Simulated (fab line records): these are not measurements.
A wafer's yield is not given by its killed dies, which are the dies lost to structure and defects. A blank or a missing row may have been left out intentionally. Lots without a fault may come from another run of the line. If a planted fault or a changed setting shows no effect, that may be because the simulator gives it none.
8D (eight disciplines) problem report, filled in by code -- flow berkeley cmos170 -- the parts of the form that need people (team, actions taken, sign-off) are left out

== 1. THE ISSUE ==
Wafers free of any fault read 2237 (standard deviation 14) for NLDD_TW at UCB170_NLDD_TW_MEAS_11, against a mean of 2082 on 6 wafers of 2 lots. That puts it -11 standard deviations away from the usual mean.
Seen first at day 10 17:05 on film metro-01, wafer L574.2. At this step, 42 wafers from 14 lots have a number in the record. Rule for "out", or "out of limits": more than 4 standard deviations from the usual mean. All remaining wafers that have a number are taken as sound.

== 2. WHAT IT IS, WHAT IT ISN'T ==
question,is,is not
which readings at this step,NLDD_TW,-
which lots,"L574, L577","L559, L561, L562, L563, L564, L567, L568, L570, L573, L576, L581, L582"
which wafers of those lots,all that have a number,-
read on which gauges,"film metro-01, film metro-03",film metro-02
when,from day 10 17:05,"up to then (27 sound wafers); but 9 sound wafers of L576, L581, L582 came after"

== 3. THE SUSPECTS, EACH WITH WHAT RULES IT OUT ==
Counting: a tool at any process step up to the reading remains a suspect when it ran all the lots that are out and ran no sound lot after the first of those.
- the gauge at UCB170_NLDD_TW_MEAS_11 has been ruled out. 2 gauges (film metro-01, film metro-03) read the wafers that are out.
- implanter-03 at UCB170_NLDD_IMPLANT_08: kept. It processed each lot that is out, first L574 at day 10 16:43, and no sound lot thereafter; up to then, the last sound lot it processed was L573 at day 10 09:25. On those wafers its own readings are out: dose ions cm2, faraday current uA.
The count leaves implanter-03 at UCB170_NLDD_IMPLANT_08.

== 4. THE CAUSE (what the simulator had put in) ==
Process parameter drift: implanter-03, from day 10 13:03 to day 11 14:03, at UCB170_NLDD_IMPLANT_08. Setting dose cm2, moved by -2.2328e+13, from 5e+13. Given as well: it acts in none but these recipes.
Counting left only this tool.

== 5. THE EFFECT CHAIN, in route order ==
Rows list readings where the struck wafers' mean (over those with a number) sits beyond 3 standard deviations from the usual. Scope: only readings with a usual standard deviation given in the record; hours: median across lots of the time from each lot's start at the first step in this table that gives one to its start at this step; sigmas: change in usual standard deviations.
hours,step,reading,usual,on struck wafers,change,sigmas
0,UCB170_NLDD_IMPLANT_08,dose ions cm2,5e+13,3e+13,-2e+13,-99 or more
0,UCB170_NLDD_IMPLANT_08,faraday current uA,158.8,86.9,-71.9,-25
0,UCB170_NLDD_TW_MEAS_11,NLDD_TW,2237,2082,-155,-11
14,UCB170_SDANNEAL_RS_MEAS_05,NLDD_RS,614.7 ohm/sq,729.0,+114.3,+71
Process steps it contains:
- UCB170_NLDD_IMPLANT_08

== 6. HOW IT WOULD HAVE BEEN CAUGHT EARLIER ==
Counted from the fault's start at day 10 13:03, it took 4 hours until the first out-of-limits reading at a measuring or inspecting step in this record, taken at day 10 17:05.
At UCB170_NLDD_IMPLANT_08, the tool's own readings (dose ions cm2, faraday current uA) were out on each struck wafer the step has a row for, so an alarm limit on them would have fired on the first such wafer.
L577, from the lots that are out (2), started UCB170_NLDD_IMPLANT_08 on implanter-03 later than day 10 17:05. A tool hold placed at that time would have kept it from harm.
